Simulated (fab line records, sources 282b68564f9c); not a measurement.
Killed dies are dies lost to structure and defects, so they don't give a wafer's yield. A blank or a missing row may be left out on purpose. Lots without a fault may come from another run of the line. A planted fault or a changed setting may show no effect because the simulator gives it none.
Which tool did it? | flow rit_cmos | 8 lots, 23 wafers sampled, at 3 steps of a route of 202

WHAT THE GAUGES READ, wafer by wafer
RIT_NRETRO_OVL_MEAS_06.
lot  | measured    | on         | NRETRO_OVL (nm)
L659 | day 2 16:20 | overlay-02 | -0.4 -0.2 1.2
L662 | day 3 05:57 | overlay-01 | 1.6 0.9 3.0
L664 | day 3 15:38 | overlay-02 | 0.6 -0.4 -0.8
L668 | day 4 11:11 | overlay-02 | -180.9 -181.6
L670 | day 5 00:06 | overlay-01 | 1.6 3.3 2.6
L672 | day 5 05:26 | overlay-01 | 0.5 0.1 1.2
L678 | day 6 12:16 | overlay-01 | 2.2 2.2 1.8
L680 | day 6 22:19 | overlay-02 | 1.5 1.2 1.2

WHICH TOOL RAN EACH LOT (tool, then ch and the chambers of the sampled wafers, then the start)
lot  | RIT_NWELL_STRIP_09                  | RIT_NRETRO_EXPOSE_03
L659 | plasma_asher-02 ch 0,1, day 2 07:21 | iline_stepper-01 ch 0, day 2 15:55
L662 | plasma_asher-04 ch 0,1, day 2 19:55 | iline_stepper-02 ch 0, day 3 05:31
L664 | plasma_asher-02 ch 1, day 3 05:06   | iline_stepper-02 ch 0, day 3 15:13
L668 | plasma_asher-03 ch 0,1, day 4 02:38 | iline_stepper-02 ch 0, day 4 10:46
L670 | plasma_asher-04 ch 0,1, day 4 15:44 | iline_stepper-01 ch 0, day 4 23:41
L672 | plasma_asher-02 ch 0,1, day 4 20:16 | iline_stepper-01 ch 0, day 5 05:00
L678 | plasma_asher-02 ch 0,1, day 6 04:05 | iline_stepper-01 ch 0, day 6 11:50
L680 | plasma_asher-02 ch 0,1, day 6 13:51 | iline_stepper-01 ch 0, day 6 21:54
- RIT_NWELL_STRIP_09: strips in O2, time 180 s.
- RIT_NRETRO_EXPOSE_03: exposes mask M4, target cd 43900 nm.

THE ANSWER, worked out from the rows above alone
Rule: what is usual is taken from the lots themselves. Put in order of their means at a reading, lots are off if they are a third of the lots or fewer, leave a main group of 4 or more, and stand apart from it by a gap of 3 or more times the standard deviation of the main group's means; of several such gaps the widest counts. A main group whose means are all the same, to the digits that the tables above print for the reading, isn't used. A lot without any number at a reading at which 4 lots or more have one is off too. The other lots that the step has rows for count as sound.
Off: L668, at RIT_NRETRO_OVL_MEAS_06 (NRETRO_OVL). The main group: mean 1.2 nm, standard deviation 0.94.
A tool fits if, at a process step before that reading, it ran every lot that is off, and no sound lot after the first of them. The gauges at RIT_NRETRO_OVL_MEAS_06 are tried like those tools. Can't be told from this: 2 tools fit, plasma_asher-03 at RIT_NWELL_STRIP_09, iline_stepper-02 at RIT_NRETRO_EXPOSE_03.

WHAT THE SIMULATOR HAD PUT IN
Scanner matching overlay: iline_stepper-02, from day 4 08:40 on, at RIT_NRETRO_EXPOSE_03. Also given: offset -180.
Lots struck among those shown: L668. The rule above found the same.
